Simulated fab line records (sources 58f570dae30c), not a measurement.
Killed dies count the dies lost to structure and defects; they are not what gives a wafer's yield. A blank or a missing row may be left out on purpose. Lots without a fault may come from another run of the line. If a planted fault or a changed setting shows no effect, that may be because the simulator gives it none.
A struck lot beside a sound one / flow berkeley_cmos170 / 15 out of 331 route steps
Sound: wafers L889.3, L889.4, L889.6. Struck: wafers L885.3, L885.4, L885.5. The cause comes at the end.
For every step that has rows: the tool of each side, followed by ch and its chambers, followed by its first start. Under that, the readings that differ: sound wafers / struck wafers / difference of the means / sigmas: that difference in standard deviations of wafers without a fault.
alike: readings with means less than 2 such deviations apart, plus words and numbers identical on both sides. not compared: withheld readings, readings lacking a value on some wafer, bounds such as >300 that could conceal the same value, and numbers that have no deviation in the record and whose values overlap.
A row with sigmas, a row that says differs or no value, or rows on one side alone: a step with any of these is where the two part. Non-overlapping numbers with no deviation appear without sigmas and do not part them. Lack of a reading on every wafer of one side parts them only where that side has two or more wafers.

UCB170_CONTACT_STRIP_06: strips in O2.
  sound on plasma_asher-02 ch 0,1, day 9 18:47; struck on plasma_asher-02 ch 0,1, day 8 23:22
  alike: drypump_motor_current_A, oes_product_au, strip_time_to_endpoint_s
  not compared: rf_hours_counter_h
then, 1 step without rows for these wafers: UCB170_CONTACT_CLEAN_07 (cleans in SPM, time 600 s).
UCB170_CONTACT_RTA_08: time 10 s.
  sound on rtp_anneal-02 ch 0, day 9 19:03; struck on rtp_anneal-02 ch 0, day 8 23:41
  alike: lamp_power_pct, wafer_temp_C_max
then, 6 steps without rows for these wafers: UCB170_CONTACT_COAT_09; UCB170_CONTACT_COAT_10 (resist thk 900 nm); UCB170_CONTACT_SOFTBAKE_11 (time 60 s); UCB170_CONTACT_EXPOSE_12 (exposes mask CONT, target cd 700 nm); UCB170_CONTACT_PEB_13; UCB170_CONTACT_DEVELOP_14 (develop time 45 s).
UCB170_CONTACT_CD_MEAS_15: target cd 700 nm.
  sound on cd_sem-02, day 9 20:17; struck on cd_sem-01, day 9 01:22
  alike: cd_nm
UCB170_CONTACT_OVL_MEAS_16:
  sound on overlay-01, day 9 20:22; struck on overlay-01, day 9 01:28
  alike: CONTACT_OVL
UCB170_CONTACT_ETCH_17: etches BARC in N2/H2.
  sound on rie_diel-01 ch 1,2, day 9 20:23; struck on rie_diel-03 ch 0,1,3, day 9 01:29
  alike: drypump_motor_current_A, oes_product_au, rf_fwd_power_W, throttle_valve_pct
UCB170_CONTACT_ETCH_18: etches PSG in CHF3/CF4/Ar, stops on TiSi2, target depth 840 nm, time 195 s.
  sound on rie_diel-01 ch 1,2, day 9 20:00; struck on rie_diel-03 ch 0,1,3, day 9 01:00
reading=oes_product_au (a.u.); sound=0.912 0.884 0.919; struck=1.011 0.979 1.004; difference=+0.093; sigmas=+8
reading=rf_fwd_power_W (W); sound=699.4 698.1 698.8; struck=- - -; difference=no value on the struck wafers; sigmas=
reading=run_length_s (s); sound=223.0 222.9 222.6; struck=194.6 194.1 193.5; difference=-28.8; sigmas=-65
reading=model.KrF_of_CONTACT_COAT_10.thk_nm (nm); sound=684.9 688.6 683; struck=718 713.4 714.5; difference=+30; sigmas=
  alike: CHF3_flow_sccm, drypump_motor_current_A, throttle_valve_pct
  not compared: rf_hours_counter_h
UCB170_CONTACT_STRIP_19: strips in O2.
  sound on plasma_asher-02 ch 0,1, day 9 20:35; struck on plasma_asher-04 ch 0,1, day 9 01:41
reading=oes_product_au (a.u.); sound=0.711 0.717 0.728; struck=0.729 0.728 0.732; difference=+0.011; sigmas=+2
  alike: drypump_motor_current_A
  not compared: rf_hours_counter_h
UCB170_M3_PROBE_99:
  sound on prober-01, day 10 13:31; struck on prober-02, day 10 00:28
reading=model.etest.antenna_contact.vt_shift_v (V); sound=-0.01455 -0.01042 -0.01011; struck=-0.004092 -0.005693; difference=+0.006801; sigmas=

== WHERE THEY PART ==
First at UCB170_CONTACT_ETCH_18; last, within this record, at UCB170_CONTACT_STRIP_19.

WHY: what had been put in by the simulator
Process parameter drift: rie_diel-03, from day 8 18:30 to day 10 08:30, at UCB170_CONTACT_ETCH_18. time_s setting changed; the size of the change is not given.
